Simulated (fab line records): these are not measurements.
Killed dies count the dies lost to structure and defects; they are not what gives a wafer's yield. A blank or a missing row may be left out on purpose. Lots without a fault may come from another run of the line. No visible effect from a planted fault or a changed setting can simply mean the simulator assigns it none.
fab line records | flow ritCmos
record: lots: 14 | wafers: 42 | lastDay: 7
route steps=202 shown NSD@140 SILICIDE@162 CONTACT@168 M1@202
lots untouched by any fault: they come from a run of this same line in which no faults occurred
startH: hours from the record's opening day to when the first of the lot's shown wafers began | waitH: hours since the lot's step before | " the same as in the row above | L1.1+2: a single row standing in for several wafers | - no value present, or no start provided | * or withheld: withheld | < > ~ a bound
route shown NAME@n: a module of which the file shows steps, and the number in the route of the first | usual: mean/standard deviation of fault-free wafers | same: alike in all rows | chamber/n: place in a boat | sites: readings site by site | _std_site: the values' standard deviation | _edge_site: outer sites' mean less inner sites' | radiusMm: for every site, how far away it sits from the centre of the wafer | mask NAME#n: copy n | behind: the last tool/chamber to shape the wafer | hold: why the lot was held/for how many hours/how that ended | device: the transistor (n, p or np) that didn't switch | end of line: the route-end tests of the same wafers | a step with no rows: only its recipe | killed: dies that structure and defects cost at the first sort, which is not the same as the wafer's yield | map: the dies of a wafer, with x for killed, . for not killed, _ for no die there
set.NAME: the run value of the setting; set.NAME@STEP: its run value at that earlier step | model.NAME: the simulator's own value behind a step, which no gauge read
the route's steps for a sample of lots (tables are steps, rows are wafers)
services: when a tool's chamber went out of use (startH, in hours from the record's first day, below 0 if earlier), for how many hours, and the reason
== steps ==
step: RIT_NSD_STRIP_09
recipe: chemistry: O2 | timeS: 180 | resist: NOVOLAK | platenTempC: withheld | powerW: 500 | pressureMtorr: 4000 | o2FlowSccm: 4000
usual: chamberPressureMTorr: 4000/3.9 | drypumpMotorCurrentA: 5.7/0.61
lot.wafer | tool           | chamber | startH | waitH | chamberPressureMTorr | drypumpMotorCurrentA | rfHoursCounterH
L550.1    | plasmaAsher-02 | 1       | 49.42  | 0.1   | 4004                 | 6.5                  | 25
L550.2    | "              | 0       | "      | "     | 3996                 | 6.0                  | 25
L550.6    | "              | 1       | "      | "     | 3999                 | 6.5                  | -
L551.1    | plasmaAsher-01 | 1       | 52.56  | 0.1   | 3994                 | 4.8                  | 43
L551.2    | "              | 0       | "      | "     | 3997                 | 5.4                  | 43
L551.4    | "              | 0       | "      | "     | 3999                 | 5.4                  | -
L552.3    | plasmaAsher-01 | 1       | 56.88  | 0.1   | 3999                 | 4.8                  | -
L552.4    | "              | 0       | "      | "     | 3994                 | 5.3                  | -
L552.5    | "              | 0       | "      | "     | 4009                 | 5.4                  | -
L554.1    | plasmaAsher-02 | 1       | 71.44  | 0.1   | 4002                 | 6.5                  | 27
L554.4    | "              | 1       | "      | "     | 3996                 | 6.5                  | -
L554.5    | "              | 1       | "      | "     | 3998                 | 6.5                  | -
L555.2    | plasmaAsher-01 | 0       | 74.32  | 0.1   | 4003                 | 5.4                  | 45
L555.4    | "              | 1       | "      | "     | 4002                 | 4.8                  | -
L555.5    | "              | 1       | "      | "     | 4007                 | 4.8                  | -
L556.3    | plasmaAsher-01 | 1       | 79.65  | 0.1   | 4003                 | 4.8                  | -
L556.4    | "              | 0       | "      | "     | 4001                 | 5.4                  | -
L556.5    | "              | 1       | "      | "     | 3999                 | 4.8                  | -
L557.1    | plasmaAsher-03 | 0       | 83.26  | 0.1   | 4000                 | 5.7                  | 45
L557.3    | "              | 1       | "      | "     | 4001                 | 4.9                  | -
L557.5    | "              | 1       | "      | "     | 3999                 | 4.9                  | -
L558.1    | plasmaAsher-02 | 1       | 93.90  | 0.1   | 3999                 | 6.5                  | 29
L558.3    | "              | 0       | "      | "     | 3999                 | 6.0                  | -
L558.6    | "              | 1       | "      | "     | 3999                 | 6.5                  | -
L565.1    | plasmaAsher-02 | 1       | 127.00 | 0.1   | 4001                 | 6.5                  | 34
L565.4    | "              | 1       | "      | "     | 3996                 | 6.5                  | -
L565.5    | "              | 1       | "      | "     | 4002                 | 6.5                  | -
L568.1    | plasmaAsher-02 | 0       | 138.63 | 0.1   | 3998                 | 6.0                  | 35
L568.3    | "              | 1       | "      | "     | 3998                 | 6.5                  | -
L568.5    | "              | 1       | "      | "     | 4007                 | 6.5                  | -
L569.1    | plasmaAsher-02 | 0       | 143.19 | 0.1   | 3995                 | 6.0                  | 36
L569.4    | "              | 1       | "      | "     | 4002                 | 6.5                  | -
L569.5    | "              | 1       | "      | "     | 4001                 | 6.5                  | -
L570.1    | plasmaAsher-03 | 1       | 147.74 | 0.1   | 4001                 | 4.9                  | 53
L570.2    | "              | 0       | "      | "     | 4001                 | 5.7                  | 53
L570.6    | "              | 0       | "      | "     | 4001                 | 5.7                  | -
L572.2    | plasmaAsher-01 | 0       | 158.60 | 0.1   | 3996                 | 5.4                  | 3
L572.3    | "              | 0       | "      | "     | 3998                 | 5.4                  | -
L572.5    | "              | 1       | "      | "     | 4001                 | 4.9                  | -
L573.1    | plasmaAsher-02 | 0       | 162.44 | 0.1   | 3992                 | 6.0                  | 38
L573.2    | "              | 1       | "      | "     | 4006                 | 6.5                  | 38
L573.4    | "              | 0       | "      | "     | 3996                 | 6.0                  | -
step: RIT_SILICIDE_SPUTTER_01
recipe: material: Ti | targetThkNm: 30 | powerW: 350 | chamberPressurePa: 0.667 | gas: Ar | timeS: 240 | substrateTempC: 25
usual: substrateTempC: 24.99/0.11 | throttleValvePct: 29.7/0.73
lot.wafer | tool          | chamber | startH | waitH | substrateTempC | throttleValvePct
L550.1    | pvdSputter-04 | -       | 52.00  | 0.0   | 24.93          | 28.6
L550.2    | "             | -       | "      | "     | 24.91          | 29.8
L550.6    | "             | -       | "      | "     | 25.04          | 30.0
L551.1    | pvdSputter-01 | -       | 55.13  | 0.0   | 24.95          | 30.5
L551.2    | "             | -       | "      | "     | 25.11          | 30.8
L551.4    | "             | -       | "      | "     | 24.82          | 29.1
L552.3    | pvdSputter-04 | -       | 59.39  | 0.0   | 24.95          | 30.0
L552.4    | "             | -       | "      | "     | 25.13          | 28.7
L552.5    | "             | -       | "      | "     | 25.05          | 29.4
L554.1    | pvdSputter-04 | -       | 74.14  | 0.0   | 24.88          | 29.1
L554.4    | "             | -       | "      | "     | 25.09          | 30.5
L554.5    | "             | -       | "      | "     | 25.02          | 30.3
L555.2    | pvdSputter-01 | -       | 77.02  | 0.0   | 24.83          | 30.5
L555.4    | "             | -       | "      | "     | 24.74          | 28.9
L555.5    | "             | -       | "      | "     | 24.97          | 30.9
L556.3    | pvdSputter-04 | -       | 82.17  | 0.0   | 24.98          | 29.4
L556.4    | "             | -       | "      | "     | 25.01          | 28.8
L556.5    | "             | -       | "      | "     | 24.93          | 29.9
L557.1    | pvdSputter-01 | -       | 85.84  | 0.0   | 24.77          | 30.2
L557.3    | "             | -       | "      | "     | 24.97          | 28.9
L557.5    | "             | -       | "      | "     | 25.10          | 30.3
L558.1    | pvdSputter-04 | -       | 96.49  | 0.0   | 25.06          | 30.4
L558.3    | "             | -       | "      | "     | 24.92          | 29.0
L558.6    | "             | -       | "      | "     | 24.85          | 28.7
L565.1    | pvdSputter-02 | -       | 129.72 | 0.0   | 24.99          | 30.0
L565.4    | "             | -       | "      | "     | 24.96          | 29.6
L565.5    | "             | -       | "      | "     | 25.16          | 30.2
L568.1    | pvdSputter-02 | -       | 141.33 | 0.0   | 25.01          | 30.3
L568.3    | "             | -       | "      | "     | 24.97          | 30.1
L568.5    | "             | -       | "      | "     | 25.17          | 29.9
L569.1    | pvdSputter-01 | -       | 145.89 | 0.0   | 24.90          | 30.4
L569.4    | "             | -       | "      | "     | 25.05          | 28.8
L569.5    | "             | -       | "      | "     | 24.92          | 28.9
L570.1    | pvdSputter-01 | -       | 150.31 | 0.0   | 24.90          | 30.3
L570.2    | "             | -       | "      | "     | 24.93          | 29.2
L570.6    | "             | -       | "      | "     | 25.05          | 30.8
L572.2    | pvdSputter-01 | -       | 161.43 | 0.0   | 25.15          | 28.7
L572.3    | "             | -       | "      | "     | 24.90          | 29.0
L572.5    | "             | -       | "      | "     | 24.91          | 28.9
L573.1    | pvdSputter-02 | -       | 165.01 | 0.0   | 25.05          | 29.8
L573.2    | "             | -       | "      | "     | 25.08          | 30.6
L573.4    | "             | -       | "      | "     | 25.11          | 30.1
step: RIT_SILICIDE_RTA_04
recipe: tempC: 650 | timeS: 10 | idleTempC: 25 | rampUpS: 5 | rampDownS: 5 | coolToC: 25 | ambient: N2
usual: chamberO2Ppm: 1.998/0.02 | wafer_temp_C_max: 653.3/1.6
lot.wafer | tool         | chamber | startH | waitH | chamberO2Ppm | wafer_temp_C_max
L550.1    | rtpAnneal-02 | 0       | 52.33  | 0.1   | 1.985        | 651.7
L550.2    | "            | 0       | "      | "     | 1.968        | 651.2
L550.6    | "            | 0       | "      | "     | 1.999        | 651.2
L551.1    | rtpAnneal-01 | 0       | 55.46  | 0.1   | 2.001        | 656.7
L551.2    | "            | 0       | "      | "     | 1.976        | 653.2
L551.4    | "            | 0       | "      | "     | 1.985        | 654.4
L552.3    | rtpAnneal-02 | 0       | 59.74  | 0.1   | 2.020        | 651.7
L552.4    | "            | 0       | "      | "     | 1.997        | 651.1
L552.5    | "            | 0       | "      | "     | 1.998        | 652.1
L554.1    | rtpAnneal-02 | 0       | 74.47  | 0.1   | 1.989        | 653.2
L554.4    | "            | 0       | "      | "     | 2.007        | 651.6
L554.5    | "            | 0       | "      | "     | 1.999        | 652.6
L555.2    | rtpAnneal-01 | 0       | 77.36  | 0.1   | 1.988        | 655.4
L555.4    | "            | 0       | "      | "     | 2.011        | 654.6
L555.5    | "            | 0       | "      | "     | 1.951        | 654.4
L556.3    | rtpAnneal-02 | 0       | 82.52  | 0.1   | 2.015        | 652.5
L556.4    | "            | 0       | "      | "     | 2.012        | 652.0
L556.5    | "            | 0       | "      | "     | 1.995        | 652.2
L557.1    | rtpAnneal-01 | 0       | 86.17  | 0.1   | 2.001        | 654.2
L557.3    | "            | 0       | "      | "     | 1.988        | 653.8
L557.5    | "            | 0       | "      | "     | 1.975        | 654.4
L558.1    | rtpAnneal-02 | 0       | 96.82  | 0.1   | 1.955        | 651.2
L558.3    | "            | 0       | "      | "     | 1.974        | 651.7
L558.6    | "            | 0       | "      | "     | 1.968        | 651.3
L565.1    | rtpAnneal-02 | 0       | 130.05 | 0.1   | 1.992        | 652.0
L565.4    | "            | 0       | "      | "     | 1.973        | 651.7
L565.5    | "            | 0       | "      | "     | 2.006        | 652.3
L568.1    | rtpAnneal-01 | 0       | 141.66 | 0.1   | 2.009        | 653.8
L568.3    | "            | 0       | "      | "     | 1.993        | 654.6
L568.5    | "            | 0       | "      | "     | 1.983        | 655.4
L569.1    | rtpAnneal-02 | 0       | 146.22 | 0.1   | 2.010        | 651.5
L569.4    | "            | 0       | "      | "     | 2.017        | 651.7
L569.5    | "            | 0       | "      | "     | 2.029        | 652.4
L570.1    | rtpAnneal-01 | 0       | 150.64 | 0.1   | 1.997        | 654.2
L570.2    | "            | 0       | "      | "     | 2.014        | 655.5
L570.6    | "            | 0       | "      | "     | 2.051        | 655.0
L572.2    | rtpAnneal-01 | 0       | 161.78 | 0.1   | 2.024        | 653.8
L572.3    | "            | 0       | "      | "     | 2.026        | 655.1
L572.5    | "            | 0       | "      | "     | 2.007        | 654.4
L573.1    | rtpAnneal-02 | 0       | 165.34 | 0.1   | 2.008        | 652.6
L573.2    | "            | 0       | "      | "     | 2.018        | 652.1
L573.4    | "            | 0       | "      | "     | 2.012        | 652.1
step: RIT_CONTACT_CVD_00
recipe: material: SiO2 | targetThkNm: 400 | precursor: TEOS | tempC: 390 | timeS: 61 | rfW: 389.5
usual: heaterPowerW: 313/47
lot.wafer | tool     | chamber | startH | waitH | heaterPowerW
L550.1    | pecvd-02 | 1       | 52.50  | 0.1   | 308
L550.2    | "        | 0       | "      | "     | 269
L550.6    | "        | 2       | "      | "     | 285
L551.1    | pecvd-03 | 0       | 55.64  | 0.1   | 287
L551.2    | "        | 2       | "      | "     | 382
L551.4    | "        | 0       | "      | "     | 285
L552.3    | pecvd-04 | 2       | 59.90  | 0.0   | 285
L552.4    | "        | 2       | "      | "     | 300
L552.5    | "        | 1       | "      | "     | 352
L554.1    | pecvd-03 | 1       | 74.65  | 0.1   | 322
L554.4    | "        | 2       | "      | "     | 374
L554.5    | "        | 1       | "      | "     | 344
L555.2    | pecvd-04 | 1       | 77.53  | 0.0   | 374
L555.4    | "        | 0       | "      | "     | 308
L555.5    | "        | 2       | "      | "     | 269
L556.3    | pecvd-02 | 1       | 82.67  | 0.0   | 296
L556.4    | "        | 0       | "      | "     | 235
L556.5    | "        | 2       | "      | "     | 281
L557.1    | pecvd-03 | 0       | 86.34  | 0.1   | 283
L557.3    | "        | 1       | "      | "     | 327
L557.5    | "        | 1       | "      | "     | 349
L558.1    | pecvd-04 | 2       | 97.06  | 0.1   | 275
L558.3    | "        | 0       | "      | "     | 273
L558.6    | "        | 1       | "      | "     | 393
L565.1    | pecvd-02 | 0       | 130.22 | 0.1   | 303
L565.4    | "        | 2       | "      | "     | 310
L565.5    | "        | 1       | "      | "     | 252
L568.1    | pecvd-02 | 0       | 141.84 | 0.1   | 321
L568.3    | "        | 1       | "      | "     | 305
L568.5    | "        | 2       | "      | "     | 319
L569.1    | pecvd-03 | 2       | 146.40 | 0.1   | 314
L569.4    | "        | 2       | "      | "     | 328
L569.5    | "        | 0       | "      | "     | 295
L570.1    | pecvd-04 | 2       | 150.82 | 0.1   | 342
L570.2    | "        | 0       | "      | "     | 295
L570.6    | "        | 0       | "      | "     | 308
L572.2    | pecvd-03 | 0       | 161.94 | 0.0   | 262
L572.3    | "        | 1       | "      | "     | 372
L572.5    | "        | 2       | "      | "     | 331
L573.1    | pecvd-04 | 2       | 165.52 | 0.1   | 289
L573.2    | "        | 0       | "      | "     | 311
L573.4    | "        | 0       | "      | "     | 236
step: RIT_CONTACT_THK_MEAS_01
recipe: reads: SiO2_of_CONTACT_CVD_00
usual: CONTACT_TEOS_THK: 398/4.6
lot.wafer | tool         | chamber | startH | waitH | hold                    | CONTACT_TEOS_THK[nm]
L550.1    | filmMetro-03 | -       | 52.55  | 0.0   | -                       | 390
L550.2    | "            | -       | "      | "     | -                       | 392
L550.6    | "            | -       | "      | "     | -                       | 394
L551.1    | filmMetro-01 | -       | 55.69  | 0.0   | -                       | 391
L551.2    | "            | -       | "      | "     | -                       | 388
L551.4    | "            | -       | "      | "     | -                       | 404
L552.3    | filmMetro-01 | -       | 59.97  | 0.0   | -                       | 391
L552.4    | "            | -       | "      | "     | -                       | 400
L552.5    | "            | -       | "      | "     | -                       | 399
L554.1    | filmMetro-02 | -       | 74.70  | 0.0   | -                       | 396
L554.4    | "            | -       | "      | "     | -                       | 405
L554.5    | "            | -       | "      | "     | -                       | 407
L555.2    | filmMetro-02 | -       | 77.59  | 0.0   | -                       | 398
L555.4    | "            | -       | "      | "     | -                       | 400
L555.5    | "            | -       | "      | "     | -                       | 404
L556.3    | filmMetro-01 | -       | 82.74  | 0.0   | -                       | 397
L556.4    | "            | -       | "      | "     | -                       | 401
L556.5    | "            | -       | "      | "     | -                       | 404
L557.1    | filmMetro-01 | -       | 86.39  | 0.0   | -                       | 395
L557.3    | "            | -       | "      | "     | -                       | 394
L557.5    | "            | -       | "      | "     | -                       | 397
L558.1    | filmMetro-03 | -       | 97.11  | 0.0   | -                       | 400
L558.3    | "            | -       | "      | "     | -                       | 395
L558.6    | "            | -       | "      | "     | -                       | 402
L565.1    | filmMetro-02 | -       | 130.27 | 0.0   | awaitDispo/0.2h/release | 375
L565.4    | "            | -       | "      | "     | awaitDispo/0.2h/release | 383
L565.5    | "            | -       | "      | "     | awaitDispo/0.2h/release | 380
L565.1    | filmMetro-02 | -       | 130.50 | 0.2   | -                       | 375
L565.4    | "            | -       | "      | "     | -                       | 383
L565.5    | "            | -       | "      | "     | -                       | 380
L568.1    | filmMetro-02 | -       | 141.89 | 0.0   | awaitDispo/0.2h/release | 373
L568.3    | "            | -       | "      | "     | awaitDispo/0.2h/release | 374
L568.5    | "            | -       | "      | "     | awaitDispo/0.2h/release | 376
L568.1    | filmMetro-02 | -       | 142.11 | 0.2   | -                       | 373
L568.3    | "            | -       | "      | "     | -                       | 374
L568.5    | "            | -       | "      | "     | -                       | 376
L569.1    | filmMetro-01 | -       | 146.45 | 0.0   | -                       | 393
L569.4    | "            | -       | "      | "     | -                       | 402
L569.5    | "            | -       | "      | "     | -                       | 399
L570.1    | filmMetro-01 | -       | 150.87 | 0.0   | -                       | 385
L570.2    | "            | -       | "      | "     | -                       | 384
L570.6    | "            | -       | "      | "     | -                       | 391
L572.2    | filmMetro-02 | -       | 162.00 | 0.0   | -                       | 393
L572.3    | "            | -       | "      | "     | -                       | 391
L572.5    | "            | -       | "      | "     | -                       | 400
L573.1    | filmMetro-02 | -       | 165.57 | 0.0   | -                       | 396
L573.2    | "            | -       | "      | "     | -                       | 397
L573.4    | "            | -       | "      | "     | -                       | 401
step: RIT_M1_PROBE_99
usual: killedAtContacts: 0.1/0.27 | killedAtFrontEnd: 7/3 | killedDies: 7.0/3 | killedOpen: 3.5/2.1 | killedShort: 3.4/1.9
same: grossDies: 264 | killed_at_M0_to_M3: 0 | killed_at_M4_up: 0 | killedAtBackSide: 0 | killedAtOther: 0
lot.wafer | tool      | chamber | startH | waitH | killedAtContacts | killedAtFrontEnd | killedDies | killedOpen | killedShort
L550.1    | prober-02 | -       | 62.54  | 0.1   | 0                | 9                | 9          | 2          | 7
L550.2    | prober-02 | -       | 62.59  | 0.1   | 0                | 10               | 10         | 5          | 5
L550.6    | prober-02 | -       | 62.79  | 0.2   | 0                | 9                | 9          | 5          | 4
L551.1    | prober-01 | -       | 62.54  | 0.1   | 0                | 2                | 2          | 0          | 2
L551.2    | prober-01 | -       | 62.59  | 0.1   | 0                | 8                | 8          | 8          | 0
L551.4    | prober-01 | -       | 62.69  | 0.2   | 0                | 11               | 11         | 3          | 8
L552.3    | prober-01 | -       | 66.23  | 0.2   | 0                | 3                | 3          | 1          | 2
L552.4    | prober-01 | -       | 66.28  | 0.2   | 0                | 7                | 7          | 6          | 1
L552.5    | prober-01 | -       | 66.33  | 0.2   | 0                | 4                | 4          | 0          | 4
L554.1    | prober-01 | -       | 81.23  | 0.1   | 0                | 3                | 3          | 2          | 1
L554.4    | prober-01 | -       | 81.38  | 0.2   | 0                | 5                | 5          | 3          | 2
L554.5    | prober-01 | -       | 81.43  | 0.2   | 0                | 4                | 4          | 1          | 3
L555.2    | prober-02 | -       | 84.07  | 0.1   | 0                | 11               | 11         | 5          | 5
L555.4    | prober-02 | -       | 84.17  | 0.2   | 0                | 10               | 10         | 1          | 8
L555.5    | prober-02 | -       | 84.22  | 0.2   | 0                | 10               | 10         | 5          | 5
L556.3    | prober-01 | -       | 89.17  | 0.2   | 0                | 7                | 7          | 2          | 5
L556.4    | prober-01 | -       | 89.22  | 0.2   | 0                | 4                | 4          | 1          | 3
L556.5    | prober-01 | -       | 89.27  | 0.2   | 0                | 2                | 2          | 2          | 0
L557.1    | prober-02 | -       | 95.29  | 0.1   | 0                | 12               | 12         | 5          | 7
L557.3    | prober-02 | -       | 95.39  | 0.2   | 0                | 9                | 9          | 4          | 5
L557.5    | prober-02 | -       | 95.49  | 0.2   | 0                | 2                | 2          | 1          | 1
L558.1    | prober-01 | -       | 103.67 | 0.1   | 0                | 10               | 10         | 7          | 3
L558.3    | prober-01 | -       | 103.77 | 0.2   | 0                | 7                | 7          | 2          | 5
L558.6    | prober-01 | -       | 103.92 | 0.2   | 0                | 3                | 3          | 1          | 2
L565.1    | prober-02 | -       | 139.70 | 0.1   | 0                | 7                | 7          | 3          | 4
L565.4    | prober-02 | -       | 139.85 | 0.2   | 0                | 7                | 7          | 4          | 3
L565.5    | prober-02 | -       | 139.90 | 0.2   | 0                | 6                | 6          | 4          | 2
L568.1    | prober-01 | -       | 152.53 | 0.1   | 0                | 12               | 12         | 7          | 5
L568.3    | prober-01 | -       | 152.63 | 0.2   | 0                | 3                | 3          | 2          | 1
L568.5    | prober-01 | -       | 152.73 | 0.2   | 0                | 5                | 5          | 2          | 3
L569.1    | prober-02 | -       | 153.30 | 0.1   | 0                | 3                | 3          | 2          | 1
L569.4    | prober-02 | -       | 153.45 | 0.2   | 0                | 5                | 5          | 1          | 4
L569.5    | prober-02 | -       | 153.50 | 0.2   | 0                | 8                | 8          | 5          | 3
L570.1    | prober-01 | -       | 157.60 | 0.1   | 1                | 8                | 9          | 2          | 7
L570.2    | prober-01 | -       | 157.65 | 0.1   | 0                | 8                | 8          | 5          | 3
L570.6    | prober-01 | -       | 157.85 | 0.2   | 0                | 5                | 5          | 2          | 3
L572.2    | prober-01 | -       | 168.47 | 0.1   | 0                | 7                | 7          | 4          | 3
L572.3    | prober-01 | -       | 168.52 | 0.2   | 0                | 6                | 6          | 3          | 3
L572.5    | prober-01 | -       | 168.62 | 0.2   | 0                | 7                | 7          | 4          | 3
L573.1    | prober-02 | -       | 171.77 | 0.1   | 0                | 5                | 5          | 2          | 3
L573.2    | prober-02 | -       | 171.82 | 0.1   | 0                | 4                | 4          | 2          | 2
L573.4    | prober-02 | -       | 171.92 | 0.2   | 0                | 9                | 9          | 3          | 6
killed by level:class
L550.1 GATE:geometricParticle:short=3 FOX1:geometricParticle:short=2 FOX1:geometricParticle:open=1 GATE:geometricParticle:open=1 REOX:geometricParticle:short=1 SILICIDE:geometricParticle:short=1
L551.1 GATE:geometricParticle:short=1 SILICIDE:geometricParticle:short=1
L550.2 GATE:geometricParticle:open=4 SPACER:geometricParticle:short=2 FOX1:geometricParticle:short=1 GATE:geometricParticle:short=1 REOX:geometricParticle:short=1 SILICIDE:geometricParticle:open=1
L551.2 GATE:geometricParticle:open=4 REOX:geometricParticle:open=2 FOX1:geometricParticle:open=1 SILICIDE:geometricParticle:open=1
L551.4 SILICIDE:geometricParticle:short=3 GATE:geometricParticle:open=2 GATE:geometricParticle:short=2 SPACER:geometricParticle:short=2 FOX2:geometricParticle:short=1 FOX2:geometricParticle:open=1
L550.6 FOX1:geometricParticle:short=2 REOX:geometricParticle:open=2 FOX1:geometricParticle:open=1 FOX2:geometricParticle:open=1 GATE:geometricParticle:short=1 REOX:geometricParticle:short=1 SPACER:geometricParticle:open=1
L552.3 GATE:geometricParticle:short=1 SPACER:geometricParticle:open=1 SILICIDE:geometricParticle:short=1
L552.4 SILICIDE:geometricParticle:open=3 GATE:geometricParticle:open=1 REOX:geometricParticle:open=1 REOX:geometricParticle:short=1 SPACER:geometricParticle:open=1
L552.5 GATE:geometricParticle:short=3 SILICIDE:geometricParticle:short=1
L554.1 FOX1:geometricParticle:open=1 GATE:geometricParticle:open=1 SPACER:geometricParticle:short=1
L554.4 FOX1:geometricParticle:open=2 FOX1:geometricParticle:short=1 REOX:geometricParticle:short=1 SPACER:geometricParticle:open=1
L554.5 SILICIDE:geometricParticle:short=2 REOX:geometricParticle:short=1 REOX:geometricParticle:open=1
L555.2 GATE:geometricParticle:open=2 SPACER:geometricParticle:short=2 SPACER:geometricParticle:open=2 FOX2:geometricParticle:short=1 GATE:geometricParticle:short=1 SILICIDE:geometricParticle:short=1 SILICIDE:geometricParticle:open=1 PRETRO:coatMicrobubblePrinted=1
L555.4 SPACER:geometricParticle:short=3 SILICIDE:geometricParticle:short=2 FOX1:geometricParticle:short=1 GATE:geometricParticle:short=1 REOX:geometricParticle:short=1 SPACER:geometricParticle:open=1 PRETRO:coatMicrobubblePrinted=1
L555.5 REOX:geometricParticle:short=2 SPACER:geometricParticle:open=2 SILICIDE:geometricParticle:open=2 FOX2:geometricParticle:open=1 GATE:geometricParticle:short=1 SPACER:geometricParticle:short=1 SILICIDE:geometricParticle:short=1
L556.3 GATE:geometricParticle:short=3 SILICIDE:geometricParticle:short=2 GATE:geometricParticle:open=1 REOX:geometricParticle:open=1
L556.4 REOX:geometricParticle:short=3 GATE:geometricParticle:open=1
L556.5 SPACER:geometricParticle:open=2
L557.1 GATE:geometricParticle:open=3 SPACER:geometricParticle:short=3 FOX1:geometricParticle:short=1 FOX2:geometricParticle:short=1 GATE:geometricParticle:short=1 SPACER:geometricParticle:open=1 SILICIDE:geometricParticle:short=1 SILICIDE:geometricParticle:open=1
L557.3 FOX1:geometricParticle:short=2 REOX:geometricParticle:open=2 FOX1:geometricParticle:open=1 FOX2:geometricParticle:open=1 GATE:geometricParticle:short=1 REOX:geometricParticle:short=1 SPACER:geometricParticle:short=1
L557.5 FOX2:geometricParticle:short=1 SPACER:geometricParticle:open=1
L558.1 GATE:geometricParticle:open=3 SILICIDE:geometricParticle:open=3 FOX1:geometricParticle:short=1 FOX2:geometricParticle:open=1 GATE:geometricParticle:short=1 REOX:geometricParticle:short=1
L558.3 REOX:geometricParticle:short=3 FOX2:geometricParticle:short=1 GATE:geometricParticle:short=1 REOX:geometricParticle:open=1 SPACER:geometricParticle:open=1
L558.6 GATE:geometricParticle:open=1 GATE:geometricParticle:short=1 SPACER:geometricParticle:short=1
L565.1 FOX1:geometricParticle:open=2 GATE:geometricParticle:short=2 GATE:geometricParticle:open=1 REOX:geometricParticle:short=1 SILICIDE:geometricParticle:short=1
L565.4 FOX1:geometricParticle:open=2 GATE:geometricParticle:open=2 SPACER:geometricParticle:short=2 FOX1:geometricParticle:short=1
L565.5 FOX1:geometricParticle:short=1 FOX1:geometricParticle:open=1 GATE:geometricParticle:short=1 GATE:geometricParticle:open=1 SPACER:geometricParticle:open=1 SILICIDE:geometricParticle:open=1
L568.1 SPACER:geometricParticle:short=3 GATE:geometricParticle:short=2 GATE:geometricParticle:open=2 REOX:geometricParticle:open=2 SPACER:geometricParticle:open=2 FOX1:geometricParticle:open=1
L568.3 FOX2:geometricParticle:open=1 REOX:geometricParticle:short=1 SPACER:geometricParticle:open=1
L568.5 FOX2:geometricParticle:short=1 GATE:geometricParticle:short=1 GATE:geometricParticle:open=1 REOX:geometricParticle:short=1 SILICIDE:geometricParticle:open=1
L569.1 REOX:geometricParticle:open=1 SPACER:geometricParticle:open=1 SILICIDE:geometricParticle:short=1
L569.4 GATE:geometricParticle:short=3 FOX2:geometricParticle:short=1 GATE:geometricParticle:open=1
L569.5 FOX1:geometricParticle:short=2 GATE:geometricParticle:open=2 FOX1:geometricParticle:open=1 FOX2:geometricParticle:open=1 SPACER:geometricParticle:open=1 SILICIDE:geometricParticle:short=1
L570.1 GATE:geometricParticle:short=5 FOX1:geometricParticle:short=1 FOX1:geometricParticle:open=1 GATE:geometricParticle:open=1 CONTACT:geometricParticle:short=1
L570.2 GATE:geometricParticle:open=3 SILICIDE:geometricParticle:open=2 GATE:geometricParticle:short=1 SPACER:geometricParticle:short=1 SILICIDE:geometricParticle:short=1
L570.6 GATE:geometricParticle:short=2 GATE:geometricParticle:open=2 SILICIDE:geometricParticle:short=1
L572.2 GATE:geometricParticle:open=3 GATE:geometricParticle:short=1 REOX:geometricParticle:short=1 SPACER:geometricParticle:open=1 SPACER:geometricParticle:short=1
L572.3 FOX1:geometricParticle:short=1 GATE:geometricParticle:open=1 REOX:geometricParticle:short=1 SPACER:geometricParticle:open=1 SILICIDE:geometricParticle:short=1 SILICIDE:geometricParticle:open=1
L572.5 FOX2:geometricParticle:open=2 GATE:geometricParticle:short=2 GATE:geometricParticle:open=2 FOX2:geometricParticle:short=1
L573.1 GATE:geometricParticle:open=2 GATE:geometricParticle:short=1 REOX:geometricParticle:short=1 SPACER:geometricParticle:short=1
L573.2 GATE:geometricParticle:open=2 SPACER:geometricParticle:short=2
L573.4 GATE:geometricParticle:short=4 SILICIDE:geometricParticle:short=2 GATE:geometricParticle:open=1 REOX:geometricParticle:open=1 SILICIDE:geometricParticle:open=1
== services ==
tool           | chamber | startH | hours | kind
plasmaAsher-02 | -       | 31.32  | 2.8   | pm
pecvd-03       | -       | 45.17  | 5.5   | pm
plasmaAsher-03 | -       | 63.43  | 0.4   | repair
plasmaAsher-01 | -       | 108.87 | 9.0   | pm
plasmaAsher-01 | 0       | 108.87 | 9.0   | ventCycle
plasmaAsher-01 | 1       | 108.87 | 9.0   | ventCycle
pvdSputter-04  | -       | 111.11 | 2.1   | repair
pvdSputter-01  | -       | 116.34 | 0.8   | repair
plasmaAsher-01 | -       | 117.87 | 2.8   | pm
plasmaAsher-01 | 0       | 117.87 | -     | clean
plasmaAsher-01 | 1       | 117.87 | -     | clean
plasmaAsher-01 | -       | 120.62 | 14.6  | pm
rtpAnneal-02   | -       | 122.76 | 3.2   | pm
pvdSputter-02  | -       | 143.79 | 8.6   | repair
pvdSputter-02  | -       | 148.80 | 4.6   | repair
pecvd-04       | 0       | 155.89 | 4.8   | repair
pvdSputter-01  | -       | 164.71 | 1.8   | repair
== key ==
firstSign: step: RIT_CONTACT_THK_MEAS_01 | reading: visit | direction: added
effect: step: RIT_CONTACT_THK_MEAS_01 | reading: CONTACT_TEOS_THK | direction: down | sigmas: 4.5 | usual: 398 | struck: 377
metAt RIT_CONTACT_CVD_00
struckLots L565,L568
testerLeftOut L565,L568
notActingAt RIT_NSD_STRIP_09,RIT_SILICIDE_SPUTTER_01,RIT_SILICIDE_RTA_04
onsetBetween 82.67 130.22
fault: kind: processParameterDrift | tool: pecvd-02 | chamber: - | onsetH: 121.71 | steps: RIT_CONTACT_CVD_00 | channel: targetThkNm | offset: -24.579 | shape: step | endH: 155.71 | stated: 400
testerLeftOut: of these lots the tester's yield and bins aren't shown, on N5 and GAA mostly nor the transistor test; their killed dies are dies lost to structure and defects alone, not to doping, threshold or leakage, so they don't give the yield
